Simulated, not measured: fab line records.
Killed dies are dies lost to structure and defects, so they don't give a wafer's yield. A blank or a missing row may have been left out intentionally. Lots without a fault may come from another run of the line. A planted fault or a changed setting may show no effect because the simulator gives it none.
Which tool was responsible? / flow berkeley-cmos170 / 14 lots, 42 wafers sampled, at 6 steps of a route of 331

WHAT EACH GAUGE READ, for each wafer
UCB170_M1_RS_MEAS_01: measurement is done with a four-point probe.
lot=L909; measured=day 7 12:32; on=film-metro-03; M1_AL_RS (ohm/sq)=0.0484 0.0485 0.0481
lot=L910; measured=day 7 14:30; on=film-metro-01; M1_AL_RS (ohm/sq)=0.0481 0.0483 0.0480
lot=L912; measured=day 8 11:19; on=film-metro-04; M1_AL_RS (ohm/sq)=0.0476 0.0479 0.0471
lot=L911; measured=day 8 11:32; on=film-metro-03; M1_AL_RS (ohm/sq)=0.0487 0.0484 0.0484
lot=L913; measured=day 8 18:34; on=film-metro-04; M1_AL_RS (ohm/sq)=0.0478 0.0479 0.0475
lot=L914; measured=day 8 19:01; on=film-metro-03; M1_AL_RS (ohm/sq)=0.0487 0.0480 0.0485
lot=L917; measured=day 9 14:41; on=film-metro-01; M1_AL_RS (ohm/sq)=0.0484 0.0486 0.0475
lot=L915; measured=day 9 15:55; on=film-metro-01; M1_AL_RS (ohm/sq)=0.0480 0.0474 0.0479
lot=L921; measured=day 9 22:34; on=film-metro-01; M1_AL_RS (ohm/sq)=0.0480 0.0489 0.0487
lot=L926; measured=day 11 05:02; on=film-metro-04; M1_AL_RS (ohm/sq)=0.0481 0.0477 0.0475
lot=L924; measured=day 11 05:35; on=film-metro-01; M1_AL_RS (ohm/sq)=0.0490 0.0486 0.0484
lot=L928; measured=day 12 00:47; on=film-metro-03; M1_AL_RS (ohm/sq)=0.0482 0.0488 0.0492
lot=L931; measured=day 12 06:41; on=film-metro-04; M1_AL_RS (ohm/sq)=0.0485 0.0480 0.0484
lot=L932; measured=day 12 10:44; on=film-metro-03; M1_AL_RS (ohm/sq)=0.0484 0.0481 0.0483

UCB170_M3_RS_MEAS_02: measurement is done with a four-point probe.
lot=L909; measured=day 8 01:07; on=film-metro-04; M3_AL_RS (ohm/sq)=0.0324 0.0325 0.0328
lot=L910; measured=day 8 04:31; on=film-metro-03; M3_AL_RS (ohm/sq)=0.0316 0.0315 0.0319
lot=L912; measured=day 9 01:07; on=film-metro-03; M3_AL_RS (ohm/sq)=0.0317 0.0319 0.0318
lot=L911; measured=day 9 01:20; on=film-metro-01; M3_AL_RS (ohm/sq)=0.0322 0.0324 0.0320
lot=L913; measured=day 9 07:34; on=film-metro-01; M3_AL_RS (ohm/sq)=0.0322 0.0323 0.0317
lot=L914; measured=day 9 09:49; on=film-metro-04; M3_AL_RS (ohm/sq)=0.0318 0.0318 0.0313
lot=L917; measured=day 10 06:32; on=film-metro-01; M3_AL_RS (ohm/sq)=0.0312 0.0315 0.0319
lot=L915; measured=day 10 06:48; on=film-metro-04; M3_AL_RS (ohm/sq)=0.0421 0.0422 0.0423
lot=L921; measured=day 10 17:55; on=film-metro-04; M3_AL_RS (ohm/sq)=0.0427 0.0427 0.0432
lot=L926; measured=day 11 19:08; on=film-metro-01; M3_AL_RS (ohm/sq)=0.0321 0.0319 0.0319
lot=L924; measured=day 11 19:47; on=film-metro-01; M3_AL_RS (ohm/sq)=0.0315 0.0317 0.0313
lot=L928; measured=day 12 12:08; on=film-metro-03; M3_AL_RS (ohm/sq)=0.0318 0.0314 0.0318
lot=L931; measured=day 12 19:32; on=film-metro-04; M3_AL_RS (ohm/sq)=0.0321 0.0320 0.0320
lot=L932; measured=day 12 23:54; on=film-metro-03; M3_AL_RS (ohm/sq)=0.0330 0.0331 0.0328

UCB170_M3_THK_MEAS_03: measures by xrf.
lot=L909; measured=day 8 01:14; on=film-metro-04; M3_AL_THK (nm)=890 893 889
lot=L910; measured=day 8 04:38; on=film-metro-03; M3_AL_THK (nm)=920 919 909
lot=L912; measured=day 9 01:13; on=film-metro-03; M3_AL_THK (nm)=912 904 908
lot=L911; measured=day 9 01:26; on=film-metro-01; M3_AL_THK (nm)=888 883 900
lot=L913; measured=day 9 07:40; on=film-metro-01; M3_AL_THK (nm)=892 889 909
lot=L914; measured=day 9 09:56; on=film-metro-04; M3_AL_THK (nm)=905 909 924
lot=L917; measured=day 10 06:37; on=film-metro-01; M3_AL_THK (nm)=925 920 905
lot=L915; measured=day 10 06:55; on=film-metro-04; M3_AL_THK (nm)=684 688 683
lot=L921; measured=day 10 18:00; on=film-metro-04; M3_AL_THK (nm)=679 676 680
lot=L926; measured=day 11 19:15; on=film-metro-01; M3_AL_THK (nm)=901 905 907
lot=L924; measured=day 11 19:54; on=film-metro-01; M3_AL_THK (nm)=909 908 917
lot=L928; measured=day 12 12:14; on=film-metro-03; M3_AL_THK (nm)=909 919 903
lot=L931; measured=day 12 19:40; on=film-metro-04; M3_AL_THK (nm)=900 905 906
lot=L932; measured=day 12 23:59; on=film-metro-03; M3_AL_THK (nm)=876 876 879

WHICH TOOL RAN EACH LOT (tool, then ch and the chambers of the sampled wafers, then the start)
lot=L909; UCB170_M2_SPUTTER_01=pvd-sputter-03, day 7 18:34; UCB170_V2_CVD_00=pecvd-02 ch 0,1,2, day 7 21:47; UCB170_M3_SPUTTER_01=pvd-sputter-03, day 8 01:02
lot=L910; UCB170_M2_SPUTTER_01=pvd-sputter-02, day 7 22:26; UCB170_V2_CVD_00=pecvd-03 ch 0,1,2, day 8 01:45; UCB170_M3_SPUTTER_01=pvd-sputter-01, day 8 04:25
lot=L912; UCB170_M2_SPUTTER_01=pvd-sputter-01, day 8 18:15; UCB170_V2_CVD_00=pecvd-02 ch 1,2, day 8 22:19; UCB170_M3_SPUTTER_01=pvd-sputter-04, day 9 00:59
lot=L911; UCB170_M2_SPUTTER_01=pvd-sputter-03, day 8 18:32; UCB170_V2_CVD_00=pecvd-03 ch 1,2, day 8 22:38; UCB170_M3_SPUTTER_01=pvd-sputter-03, day 9 01:14
lot=L913; UCB170_M2_SPUTTER_01=pvd-sputter-01, day 9 00:49; UCB170_V2_CVD_00=pecvd-02 ch 0,1,2, day 9 04:47; UCB170_M3_SPUTTER_01=pvd-sputter-01, day 9 07:26
lot=L914; UCB170_M2_SPUTTER_01=pvd-sputter-02, day 9 03:38; UCB170_V2_CVD_00=pecvd-01 ch 0,1, day 9 06:53; UCB170_M3_SPUTTER_01=pvd-sputter-01, day 9 09:44
lot=L917; UCB170_M2_SPUTTER_01=pvd-sputter-01, day 10 00:46; UCB170_V2_CVD_00=pecvd-03 ch 0,1,2, day 10 03:50; UCB170_M3_SPUTTER_01=pvd-sputter-03, day 10 06:23
lot=L915; UCB170_M2_SPUTTER_01=pvd-sputter-02, day 10 00:52; UCB170_V2_CVD_00=pecvd-01 ch 1,2, day 10 04:04; UCB170_M3_SPUTTER_01=pvd-sputter-01, day 10 06:43
lot=L921; UCB170_M2_SPUTTER_01=pvd-sputter-01, day 10 10:22; UCB170_V2_CVD_00=pecvd-01 ch 0,1,2, day 10 13:36; UCB170_M3_SPUTTER_01=pvd-sputter-01, day 10 17:46
lot=L926; UCB170_M2_SPUTTER_01=pvd-sputter-01, day 11 12:41; UCB170_V2_CVD_00=pecvd-01 ch 0,1, day 11 16:25; UCB170_M3_SPUTTER_01=pvd-sputter-04, day 11 19:02
lot=L924; UCB170_M2_SPUTTER_01=pvd-sputter-03, day 11 13:08; UCB170_V2_CVD_00=pecvd-03 ch 0,2, day 11 16:55; UCB170_M3_SPUTTER_01=pvd-sputter-03, day 11 19:41
lot=L928; UCB170_M2_SPUTTER_01=pvd-sputter-03, day 12 06:48; UCB170_V2_CVD_00=pecvd-01 ch 0,1,2, day 12 09:32; UCB170_M3_SPUTTER_01=pvd-sputter-03, day 12 12:01
lot=L931; UCB170_M2_SPUTTER_01=pvd-sputter-02, day 12 13:16; UCB170_V2_CVD_00=pecvd-03 ch 0,1, day 12 16:15; UCB170_M3_SPUTTER_01=pvd-sputter-04, day 12 19:27
lot=L932; UCB170_M2_SPUTTER_01=pvd-sputter-03, day 12 18:31; UCB170_V2_CVD_00=pecvd-03 ch 0,1,2, day 12 21:30; UCB170_M3_SPUTTER_01=pvd-sputter-04, day 12 23:46
- UCB170_M2_SPUTTER_01: material Al, target thk 900 nm, time 120 s.
- UCB170_V2_CVD_00: deposits SiO2 from TEOS/O2, target thk 2000 nm, time 250 s.
- UCB170_M3_SPUTTER_01: material Al, target thk 900 nm, time 120 s.

AS READ BY THE TOOLS THEMSELVES (means over the sampled wafers that have a number; for cases with no such wafer, the mark the record gives instead)
UCB170_M2_SPUTTER_01.
lot=L909; tool=pvd-sputter-03; throttle-valve-pct (%)=30.4
lot=L910; tool=pvd-sputter-02; throttle-valve-pct (%)=29.8
lot=L912; tool=pvd-sputter-01; throttle-valve-pct (%)=30.1
lot=L911; tool=pvd-sputter-03; throttle-valve-pct (%)=30.0
lot=L913; tool=pvd-sputter-01; throttle-valve-pct (%)=31.2
lot=L914; tool=pvd-sputter-02; throttle-valve-pct (%)=30.1
lot=L917; tool=pvd-sputter-01; throttle-valve-pct (%)=30.5
lot=L915; tool=pvd-sputter-02; throttle-valve-pct (%)=30.0
lot=L921; tool=pvd-sputter-01; throttle-valve-pct (%)=30.0
lot=L926; tool=pvd-sputter-01; throttle-valve-pct (%)=30.5
lot=L924; tool=pvd-sputter-03; throttle-valve-pct (%)=30.4
lot=L928; tool=pvd-sputter-03; throttle-valve-pct (%)=31.0
lot=L931; tool=pvd-sputter-02; throttle-valve-pct (%)=30.4
lot=L932; tool=pvd-sputter-03; throttle-valve-pct (%)=30.3

UCB170_V2_CVD_00.
lot=L909; tool=pecvd-02; heater-power-w (W)=270; susceptor-temp-C (C)=390.01
lot=L910; tool=pecvd-03; heater-power-w (W)=278; susceptor-temp-C (C)=390.22
lot=L912; tool=pecvd-02; heater-power-w (W)=301; susceptor-temp-C (C)=390.04
lot=L911; tool=pecvd-03; heater-power-w (W)=309; susceptor-temp-C (C)=389.93
lot=L913; tool=pecvd-02; heater-power-w (W)=279; susceptor-temp-C (C)=389.93
lot=L914; tool=pecvd-01; heater-power-w (W)=318; susceptor-temp-C (C)=390.13
lot=L917; tool=pecvd-03; heater-power-w (W)=230; susceptor-temp-C (C)=390.03
lot=L915; tool=pecvd-01; heater-power-w (W)=207; susceptor-temp-C (C)=389.89
lot=L921; tool=pecvd-01; heater-power-w (W)=213; susceptor-temp-C (C)=389.97
lot=L926; tool=pecvd-01; heater-power-w (W)=274; susceptor-temp-C (C)=390.22
lot=L924; tool=pecvd-03; heater-power-w (W)=293; susceptor-temp-C (C)=389.81
lot=L928; tool=pecvd-01; heater-power-w (W)=238; susceptor-temp-C (C)=389.80
lot=L931; tool=pecvd-03; heater-power-w (W)=235; susceptor-temp-C (C)=390.07
lot=L932; tool=pecvd-03; heater-power-w (W)=230; susceptor-temp-C (C)=390.06

UCB170_M3_SPUTTER_01.
lot=L909; tool=pvd-sputter-03; throttle-valve-pct (%)=30.5
lot=L910; tool=pvd-sputter-01; throttle-valve-pct (%)=30.5
lot=L912; tool=pvd-sputter-04; throttle-valve-pct (%)=30.8
lot=L911; tool=pvd-sputter-03; throttle-valve-pct (%)=30.3
lot=L913; tool=pvd-sputter-01; throttle-valve-pct (%)=31.2
lot=L914; tool=pvd-sputter-01; throttle-valve-pct (%)=29.9
lot=L917; tool=pvd-sputter-03; throttle-valve-pct (%)=31.1
lot=L915; tool=pvd-sputter-01; throttle-valve-pct (%)=30.7
lot=L921; tool=pvd-sputter-01; throttle-valve-pct (%)=30.4
lot=L926; tool=pvd-sputter-04; throttle-valve-pct (%)=30.6
lot=L924; tool=pvd-sputter-03; throttle-valve-pct (%)=30.4
lot=L928; tool=pvd-sputter-03; throttle-valve-pct (%)=30.0
lot=L931; tool=pvd-sputter-04; throttle-valve-pct (%)=30.6
lot=L932; tool=pvd-sputter-04; throttle-valve-pct (%)=30.9

THE ANSWER, worked out from the rows above alone
Rule: usual is defined by the lots themselves. The widest of any qualifying gaps counts: lots, ordered by their means at a reading, are off when they make up no more than a third of the lots, leave a main group of 4 or more, and stand apart from it by 3 or more times the standard deviation of that group's means. The tables above print the reading to a certain number of digits; a main group whose means all agree to those digits is not used. A lot without any number at a reading at which 4 lots or more have one is off too. Where the step has rows for the other lots, those lots are counted as sound. Order of review: gauges by route order, followed by the tools' own readings, for which a lot's mean as printed above is used. The first step at which some lot is off is used, and at that step the reading that is off furthest; a lot without a number counts as furthest.
Off: L915, L921, at UCB170_M3_RS_MEAS_02 (M3_AL_RS). The main group: mean 0.0320 ohm/sq, standard deviation 0.00042.
A tool fits if, at a process step before that reading, it ran every lot that is off, and no sound lot after the first of them. Those tools and the gauges at UCB170_M3_RS_MEAS_02 are tried in the same way. One fits: pvd-sputter-01 at UCB170_M3_SPUTTER_01. Its last sound lot is L914 (day 9 09:44), its first lot that is off L915 (day 10 06:43): a fault that began between those two fits.

WHAT THE SIMULATOR PUT IN
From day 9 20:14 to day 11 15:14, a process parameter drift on pvd-sputter-01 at UCB170_M3_SPUTTER_01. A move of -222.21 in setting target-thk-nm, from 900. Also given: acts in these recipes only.
Shown lots that were struck: L915, L921. This agrees with what the rule above found.
